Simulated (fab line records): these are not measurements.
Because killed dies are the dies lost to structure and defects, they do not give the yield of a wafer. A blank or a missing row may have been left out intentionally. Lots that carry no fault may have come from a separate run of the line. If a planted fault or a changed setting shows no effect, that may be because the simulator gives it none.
A lot that was struck, set against a sound lot ; flow ritCmos ; 30 out of 202 route steps
Sound: wafers L870.1, L870.3, L870.4. Struck: wafer L863.3 (left out: L863.1, L863.5 of the same lot, which were not struck); the cause appears at the end.
Order at every step that has rows: each side's tool, ch and its chambers, its first start. Under that, the readings that differ: sound wafers ; struck wafers ; difference of the means ; sigmas: that difference in standard deviations of wafers without a fault.
alike: readings whose means differ by less than 2 such deviations, and words and numbers that are the same on both sides. not compared: withheld readings, readings that some wafer has no value for, bounds like >300 that may hide the same value, and numbers for which the record gives no deviation and whose values overlap.
The two part at a step that has a row with sigmas, a row that says differs or no value, or rows on one side only. Numbers that have no deviation but don't overlap get no sigmas and don't part them. A reading missing from all wafers of one side parts the sides only when that side holds two or more wafers.

first, 6 steps without rows for these wafers: RIT_SDANNEAL_RTA_03 (time 5 s); RIT_SILICIDE_WET_ETCH_00 (etches SiO2 in BOE, target depth 14 nm, time 15 s); RIT_SILICIDE_SPUTTER_01 (material Ti, target thk 30 nm, time 240 s); RIT_SILICIDE_RTA_04 (time 10 s, ramp up 5 s, ramp down 5 s); RIT_SILICIDE_WET_ETCH_05 (etches Ti in SPM, time 120 s); RIT_SILICIDE_RTA_06 (time 10 s, ramp up 5 s, ramp down 10 s).
RIT_CONTACT_CVD_00: deposits SiO2 from TEOS, target thk 400 nm, time 61 s.
  sound on pecvd-02 ch 1,2, day 6 01:30; struck on pecvd-04 ch 2, day 4 16:23
reading;sound;struck;difference;sigmas
heaterPowerW (W);285 362 280;399;+90;+2
rfFwdPowerW (W);397.4 397.5 397.2;350.9;-46.5;-33
model.SiO2_of_CONTACT_CVD_00.thkNm (nm);394.5 401.5 402.3;381.9;-17.5;
  not compared: sinceWetCleanH
RIT_CONTACT_THK_MEAS_01:
  struck on filmMetro-01, day 4 16:26; sound on filmMetro-01, day 6 01:33
reading;sound;struck;difference;sigmas
CONTACT_TEOS_THK (nm);395 401 402;382;-17;-3
then, 7 steps without rows for these wafers: RIT_CONTACT_HMDS_02 (prime time 60 s); RIT_CONTACT_COAT_03 (resist thk 1000 nm); RIT_CONTACT_SOFTBAKE_04 (time 60 s); RIT_CONTACT_EXPOSE_05 (exposes mask M11, target cd 1000 nm); RIT_CONTACT_PEB_06; RIT_CONTACT_DEVELOP_07 (develop time 120 s); RIT_CONTACT_HARDBAKE_10 (time 60 s).
RIT_CONTACT_ETCH_11: etches SiO2 in CHF3/CF4/Ar, stops on TiSi2, target depth 480 nm, time 320 s.
  sound on rieDiel-03 ch 1,2,3, day 6 02:53; struck on rieDiel-03 ch 0, day 4 17:59
reading;sound;struck;difference;sigmas
model.CONTACT.featureDepthNm (nm);394.5 401.5 402.3;381.9;-17.5;
model.etch.depthNm (nm);394.5 401.5 402.3;381.9;-17.5;
  alike: chamberPressureMTorr, drypumpMotorCurrentA, oesProductAu, throttleValvePct
  not compared: rfHoursCounterH
then, 11 steps without rows for these wafers: RIT_CONTACT_STRIP_12 (strips in O2, time 180 s); RIT_CONTACT_CLEAN_13 (cleans in SC1, time 600 s); RIT_CONTACT_CLEAN_14 (cleans in SC2, time 600 s); RIT_M1_SPUTTER_00 (material Al, target thk 400 nm, time 500 s); RIT_M1_HMDS_03 (prime time 60 s); RIT_M1_COAT_04 (resist thk 1300 nm); RIT_M1_SOFTBAKE_05 (time 60 s); RIT_M1_EXPOSE_06 (exposes mask M12, target cd 2600 nm); RIT_M1_PEB_07; RIT_M1_DEVELOP_08 (develop time 68 s); RIT_M1_HARDBAKE_11 (time 120 s).
RIT_M1_METAL_ETCH_12: etches Al in Cl2/BCl3, stops on SiO2, time 165 s, target depth 600 nm.
  sound on rieMetal-01 ch 0,1, day 6 05:45; struck on rieMetal-04 ch 0, day 4 20:58
reading;sound;struck;difference;sigmas
oesProductAu (a.u.);0.788 0.791 0.789;0.758;-0.031;-3
model.SiO2_of_CONTACT_CVD_00.thkNm (nm);358 364.5 365.8;345.6;-17.2;
  alike: chamberPressureMTorr, drypumpMotorCurrentA, throttleValvePct
  not compared: rfHoursCounterH
then, 1 step without rows for these wafers: RIT_M1_STRIP_13 (strips in nmp, time 600 s).
RIT_M1_PROBE_99:
  struck on prober-02, day 5 00:10; sound on prober-01, day 6 08:00
reading;sound;struck;difference;sigmas
killedAtFrontEnd;10 5 5;14;+7;+2
killedDies;10 5 5;14;+7;+2
killedOpen;5 2 3;8;+5;+2
  alike: killedShort

## WHERE THEY PART
At RIT_CONTACT_CVD_00 first; at RIT_M1_PROBE_99 last (within this record only).

WHY: whatever the simulator had introduced
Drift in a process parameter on pecvd-04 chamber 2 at RIT_CONTACT_CVD_00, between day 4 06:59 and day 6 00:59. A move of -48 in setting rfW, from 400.
